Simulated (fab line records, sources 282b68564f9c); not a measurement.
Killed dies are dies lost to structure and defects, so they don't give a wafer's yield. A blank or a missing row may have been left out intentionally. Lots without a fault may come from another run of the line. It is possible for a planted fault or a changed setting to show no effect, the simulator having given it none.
fab line records + flow ritCmos
record:
- lots: 14
- wafers: 42
- lastDay: 7
route steps=202 shown PRETRO@65
lots untouched by any fault: they come from a run of this same line in which no faults occurred
startH: start of the lot's first displayed wafer, in hours after the record's first day + waitH: hours from the lot's prior step to this one + " unchanged from the row above + L1.1+2: a row that stands for several wafers + - value missing, or start not given + * or withheld: withheld + < > ~ a bound
route shown NAME@n: NAME is a module with steps in the file, n the number in the route of the first one + usual: the fault-free wafers' mean and standard deviation + same: alike in all rows + chamber/n: place in a boat + sites: each site's reading + _std_site: how widely they spread, as a standard deviation + _edge_site: mean of outer sites minus mean of inner sites + radiusMm: how far each site lies from the wafer's centre + mask NAME#n: copy n + behind: the tool/chamber that last shaped the wafer + hold: cause of the lot's hold/its duration in hours/its outcome + device: transistor that didn't switch, given as n, p or np + end of line: tests run on the same wafers once the route is complete + for a step that has no rows: nothing shown but its recipe + killed: dies that structure and defects cost at the first sort, which is not the same as the wafer's yield + map: the dies of a wafer, with x for killed, . for not killed, _ for no die there
set.NAME: the setting the step ran with; set.NAME@STEP: the setting that earlier step ran with + model.NAME: the simulator's own value behind a step, which no gauge read
the route's steps for a sample of lots (tables are steps, rows are wafers)
== steps ==
step: RIT_PRETRO_COAT_01
recipe:
- resist: NOVOLAK
- spinRpm: 2000
- resistThkNm: 1300
usual:
- chillPlateTempC: 23.01/0.1
- dispensePressureKPa: 49.8/2.4
| lot.wafer | tool          | chamber | startH | waitH | chillPlateTempC | dispensePressureKPa |
|-----------|---------------|---------|--------|-------|-----------------|---------------------|
| L609.1    | lithoTrack-02 | 0       | 30.62  | 0.1   | 22.96           | 51.2                |
| L609.2    | "             | 0       | "      | "     | 23.12           | 51.2                |
| L609.5    | "             | 0       | "      | "     | 23.11           | 51.2                |
| L610.1    | lithoTrack-02 | 0       | 35.69  | 0.1   | 22.96           | 51.2                |
| L610.3    | "             | 0       | "      | "     | 23.05           | 51.2                |
| L610.6    | "             | 0       | "      | "     | 23.07           | 51.2                |
| L611.1    | lithoTrack-03 | 0       | 40.60  | 0.1   | 23.27           | 45.6                |
| L611.3    | "             | 0       | "      | "     | 23.05           | 45.7                |
| L611.5    | "             | 0       | "      | "     | 23.16           | 45.6                |
| L612.1    | lithoTrack-02 | 0       | 44.71  | 0.1   | 23.03           | 51.2                |
| L612.5    | "             | 0       | "      | "     | 22.75           | 51.2                |
| L612.6    | "             | 0       | "      | "     | 22.95           | 51.2                |
| L616.1    | lithoTrack-04 | 0       | 64.94  | 0.1   | 23.16           | 51.2                |
| L616.2    | "             | 0       | "      | "     | 23.09           | 51.3                |
| L616.3    | "             | 0       | "      | "     | 22.99           | 51.3                |
| L618.3    | lithoTrack-04 | 0       | 74.62  | 0.1   | 22.96           | 51.2                |
| L618.4    | "             | 0       | "      | "     | 22.94           | 51.2                |
| L618.5    | "             | 0       | "      | "     | 23.00           | 51.3                |
| L619.1    | lithoTrack-04 | 0       | 80.32  | 0.1   | 23.06           | 51.3                |
| L619.4    | "             | 0       | "      | "     | 22.97           | 51.2                |
| L619.5    | "             | 0       | "      | "     | 23.04           | 51.3                |
| L620.2    | lithoTrack-04 | 0       | 84.56  | 0.1   | 22.90           | 51.2                |
| L620.3    | "             | 0       | "      | "     | 22.96           | 51.2                |
| L620.4    | "             | 0       | "      | "     | 23.04           | 51.3                |
| L622.4    | lithoTrack-02 | 0       | 95.45  | 0.1   | 23.04           | 51.2                |
| L622.5    | "             | 0       | "      | "     | 23.08           | 51.2                |
| L622.6    | "             | 0       | "      | "     | 22.89           | 51.2                |
| L623.1    | lithoTrack-02 | -       | 100.17 | 0.1   | -               | -                   |
| L623.2    | "             | -       | "      | "     | -               | -                   |
| L623.3    | "             | -       | "      | "     | -               | -                   |
| L624.3    | lithoTrack-04 | -       | 104.72 | 0.1   | -               | -                   |
| L624.4    | "             | -       | "      | "     | -               | -                   |
| L624.5    | "             | -       | "      | "     | -               | -                   |
| L625.2    | lithoTrack-04 | 0       | 109.84 | 0.1   | 22.93           | 51.2                |
| L625.3    | "             | 0       | "      | "     | 22.93           | 51.2                |
| L625.4    | "             | 0       | "      | "     | 23.00           | 51.2                |
| L628.1    | lithoTrack-04 | 0       | 125.54 | 0.1   | 22.98           | 51.1                |
| L628.2    | "             | 0       | "      | "     | 23.07           | 51.1                |
| L628.4    | "             | 0       | "      | "     | 23.16           | 51.1                |
| L629.1    | lithoTrack-04 | 0       | 130.49 | 0.1   | 22.89           | 51.1                |
| L629.4    | "             | 0       | "      | "     | 22.90           | 51.1                |
| L629.5    | "             | 0       | "      | "     | 23.09           | 51.1                |
step: RIT_PRETRO_OVL_MEAS_06
usual:
- PRETRO_OVL: 1.1/1.1
| lot.wafer | tool       | chamber | startH | waitH | PRETRO_OVL[nm] |
|-----------|------------|---------|--------|-------|----------------|
| L609.1    | overlay-01 | -       | 31.48  | -     | 0.3            |
| L609.2    | "          | -       | "      | "     | 0.2            |
| L609.5    | "          | -       | "      | "     | -0.3           |
| L610.1    | overlay-02 | -       | 36.73  | -     | 2.9            |
| L610.3    | "          | -       | "      | "     | 1.7            |
| L610.6    | "          | -       | "      | "     | 0.0            |
| L611.1    | overlay-02 | -       | 41.33  | -     | 0.1            |
| L611.3    | "          | -       | "      | "     | 0.2            |
| L611.5    | "          | -       | "      | "     | 0.5            |
| L612.1    | overlay-01 | -       | 45.56  | -     | 1.7            |
| L612.5    | "          | -       | "      | "     | 1.3            |
| L612.6    | "          | -       | "      | "     | 1.1            |
| L616.1    | overlay-01 | -       | 65.67  | -     | 2.7            |
| L616.2    | "          | -       | "      | "     | 3.2            |
| L616.3    | "          | -       | "      | "     | 2.3            |
| L618.3    | overlay-01 | -       | 75.31  | -     | 0.4            |
| L618.4    | "          | -       | "      | "     | -0.2           |
| L618.5    | "          | -       | "      | "     | -0.6           |
| L619.1    | overlay-02 | -       | 81.17  | -     | 1.9            |
| L619.4    | "          | -       | "      | "     | 0.5            |
| L619.5    | "          | -       | "      | "     | 1.0            |
| L620.2    | overlay-02 | -       | 85.39  | -     | 1.1            |
| L620.3    | "          | -       | "      | "     | 0.8            |
| L620.4    | "          | -       | "      | "     | 1.9            |
| L622.4    | overlay-01 | -       | 96.12  | -     | 1.1            |
| L622.5    | "          | -       | "      | "     | 0.0            |
| L622.6    | "          | -       | "      | "     | 2.0            |
| L623.1    | overlay-02 | -       | 101.11 | -     | -              |
| L623.2    | "          | -       | "      | "     | -              |
| L623.3    | "          | -       | "      | "     | -              |
| L624.3    | overlay-02 | -       | 105.41 | -     | -              |
| L624.4    | "          | -       | "      | "     | -              |
| L624.5    | "          | -       | "      | "     | -              |
| L625.2    | overlay-02 | -       | 110.68 | -     | -0.7           |
| L625.3    | "          | -       | "      | "     | 1.2            |
| L625.4    | "          | -       | "      | "     | 1.0            |
| L628.1    | overlay-02 | -       | 126.27 | -     | 1.3            |
| L628.2    | "          | -       | "      | "     | 1.2            |
| L628.4    | "          | -       | "      | "     | 2.5            |
| L629.1    | overlay-01 | -       | 131.22 | -     | 2.9            |
| L629.4    | "          | -       | "      | "     | 0.5            |
| L629.5    | "          | -       | "      | "     | -1.1           |
== key ==
firstSign:
- step: RIT_PRETRO_COAT_01
- reading: toolRecord
- direction: missing
effect:
- step: RIT_PRETRO_OVL_MEAS_06
- reading: PRETRO_OVL
- direction: missing
metAt RIT_PRETRO_COAT_01
struckLots L623,L624
sortLeftOut L623.1,L623.2,L623.3,L624.3,L624.4,L624.5
testerLeftOut L623,L624
onsetBetween 95.45 100.17
fault:
- kind: skippedStepWhole
- tool: lithoTrack-02,lithoTrack-04
- chamber: -
- onsetH: 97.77
- steps: RIT_PRETRO_COAT_01
- scope: struckLotsOnly
testerLeftOut: of these lots the tester's yield and bins aren't shown, on N5 and GAA mostly nor the transistor test; their killed dies are dies lost to structure and defects alone, not to doping, threshold or leakage, so they don't give the yield
sortLeftOut: the simulated sort isn't trusted on such a fault, so these wafers' sort isn't shown, and their yield isn't known
